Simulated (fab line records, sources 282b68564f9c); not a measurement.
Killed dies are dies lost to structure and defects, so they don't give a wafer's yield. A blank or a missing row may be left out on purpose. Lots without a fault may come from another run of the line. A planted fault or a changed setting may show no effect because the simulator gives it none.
Which tool did it? | flow rit_cmos | 6 lots, 18 wafers sampled, at 2 steps of a route of 202

WHAT THE GAUGES READ, wafer by wafer
RIT_SDANNEAL_RS_MEAS_06: measures by four-point-probe.
lot  | measured    | on            | PLDD_RS (ohm/sq)
L416 | day 3 10:49 | film_metro-03 | 178.6 179.2 179.4
L418 | day 3 22:14 | film_metro-01 | 178.2 178.8 178.5
L425 | day 5 10:53 | film_metro-04 | 171.5 172.0 172.3
L432 | day 7 04:06 | film_metro-01 | 179.1 178.2 179.0
L434 | day 7 21:52 | film_metro-03 | 179.2 178.6 178.6
L438 | day 8 15:41 | film_metro-04 | 178.4 178.6 178.8

WHICH TOOL RAN EACH LOT (tool, then ch and the chambers of the sampled wafers, then the start)
lot  | RIT_PLDD_IMPLANT_08
L416 | implanter-03 ch 0, day 3 03:10
L418 | implanter-01 ch 0, day 3 15:50
L425 | implanter-01 ch 0, day 5 03:32
L432 | implanter-02 ch 0, day 6 21:19
L434 | implanter-02 ch 0, day 7 12:46
L438 | implanter-02 ch 0, day 8 08:57
- RIT_PLDD_IMPLANT_08

THE ANSWER, worked out from the rows above alone
Rule: what is usual is taken from the lots themselves. Put in order of their means at a reading, lots are off if they are a third of the lots or fewer, leave a main group of 4 or more, and stand apart from it by a gap of 3 or more times the standard deviation of the main group's means; of several such gaps the widest counts. A main group whose means are all the same, to the digits that the tables above print for the reading, isn't used. A lot without any number at a reading at which 4 lots or more have one is off too. The other lots that the step has rows for count as sound.
Off: L425, at RIT_SDANNEAL_RS_MEAS_06 (PLDD_RS). The main group: mean 178.7 ohm/sq, standard deviation 0.19.
A tool fits if, at a process step before that reading, it ran every lot that is off, and no sound lot after the first of them. The gauges at RIT_SDANNEAL_RS_MEAS_06 are tried like those tools. One fits: implanter-01 at RIT_PLDD_IMPLANT_08. Its last sound lot is L418 (day 3 15:50), its first lot that is off L425 (day 5 03:32): a fault that began between those two fits.

WHAT THE SIMULATOR HAD PUT IN
Process parameter drift: implanter-01, from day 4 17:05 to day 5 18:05, at RIT_PLDD_IMPLANT_08. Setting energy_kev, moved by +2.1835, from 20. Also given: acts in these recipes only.
Lots struck among those shown: L425. The rule above found the same.
